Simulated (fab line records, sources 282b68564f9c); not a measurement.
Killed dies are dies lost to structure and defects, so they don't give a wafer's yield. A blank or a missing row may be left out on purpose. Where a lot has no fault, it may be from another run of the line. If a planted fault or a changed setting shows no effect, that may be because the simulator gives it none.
One fault seen from 2 desks    flow ritCmos    each desk has only its own numbers; what lay behind them comes last

## TOOL OWNER'S DESK, rieMetal-01
The tool's own readings at RIT_M1_METAL_ETCH_12 (etches Al in Cl2/BCl3, stops on SiO2, time 165 s, target depth 600 nm): means of the sampled wafers that have a number, for each lot that ran on this tool. Any lot whose mean is over 4 standard deviations away from the usual mean is out of limits and marked OUT; that distance is given in the brackets.
Columns: A = drypumpMotorCurrentA at RIT_M1_METAL_ETCH_12, usual 5.5 A; B = heBacksideLeakSccm at RIT_M1_METAL_ETCH_12, usual 3.4 sccm; C = oesProductAu at RIT_M1_METAL_ETCH_12, usual 0.784 a.u.; D = throttleValvePct at RIT_M1_METAL_ETCH_12, usual 8.27 %
lot   first seen here  A    B    C                D
L479  day 3 13:22      5.4  3.4  0.777            8.24
L485  day 4 22:31      5.4  3.2  0.777            8.24
L488  day 5 11:05      5.3  3.4  0.766            8.30
L493  day 6 11:45      5.4  3.3  0.782            8.24
L496  day 7 08:38      5.4  3.5  0.636 (-19) OUT  8.27
L499  day 8 19:05      5.3  3.4  0.633 (-19) OUT  8.29
Finding of this desk: L496, L499 out of limits; the first was L496 at day 7 08:38, on oesProductAu at RIT_M1_METAL_ETCH_12. In limits: L479, L485, L488, L493.

## THE METROLOGY DESK
Lot by lot, what the gauges showed, no matter which tool ran the lot: averages of those sampled wafers that carry a number. Any lot whose mean is over 4 standard deviations away from the usual mean is out of limits and marked OUT; that distance is given in the brackets.
Columns: A = cdNm at RIT_CONTACT_CD_MEAS_90, usual 999.6 nm; B = cdNm at RIT_M1_CD_MEAS_90, usual 2599.1 nm; C = M1_BOW at RIT_M1_BOW_MEAS_16, usual 17 um
lot   first seen here  A       B                  C
L479  day 3 11:09      1000.6  2599.2             9
L480  day 3 16:17      993.8   2602.4             21
L483  day 4 05:08      1001.3  2599.9             20
L484  day 4 13:06      1000.7  2600.1             20
L485  day 4 20:03      998.2   2599.5             16
L486  day 4 22:23      998.2   2595.0             25
L487  day 5 01:43      998.3   2598.7             16
L488  day 5 08:43      996.4   2596.7             18
L489  day 5 17:40      997.6   2599.4             11
L493  day 6 09:31      1001.5  2597.9             24
L496  day 7 06:16      1000.6  2587.0 (-4.5) OUT  13
L499  day 8 16:43      1000.3  2586.2 (-4.8) OUT  17
L500  day 8 18:42      1001.2  2600.4             15
L501  day 9 04:01      1002.3  2596.8             16
Finding of this desk: L496, L499 out of limits; the first was L496 at day 7 09:08, on cdNm at RIT_M1_CD_MEAS_90. In limits: L479, L480, L483, L484, L485, L486, L487, L488, L489, L493, L500, L501.

## BROUGHT TOGETHER
An alarm could have come from the tool owner's desk at day 7 08:38, on L496, L499.
An alarm was possible from the metrology desk at day 7 09:08, on L496, L499.
All the named lots went through RIT_M1_METAL_ETCH_12 on rieMetal-01.

## WHAT THE SIMULATOR PUT IN
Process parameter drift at RIT_M1_METAL_ETCH_12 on rieMetal-01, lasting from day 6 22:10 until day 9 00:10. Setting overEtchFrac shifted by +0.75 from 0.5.
Shown lots that were struck: L496, L499.
Time in hours from fault onset to the first out-of-limits reading at each desk: tool owner's desk 10, metrology desk 11.
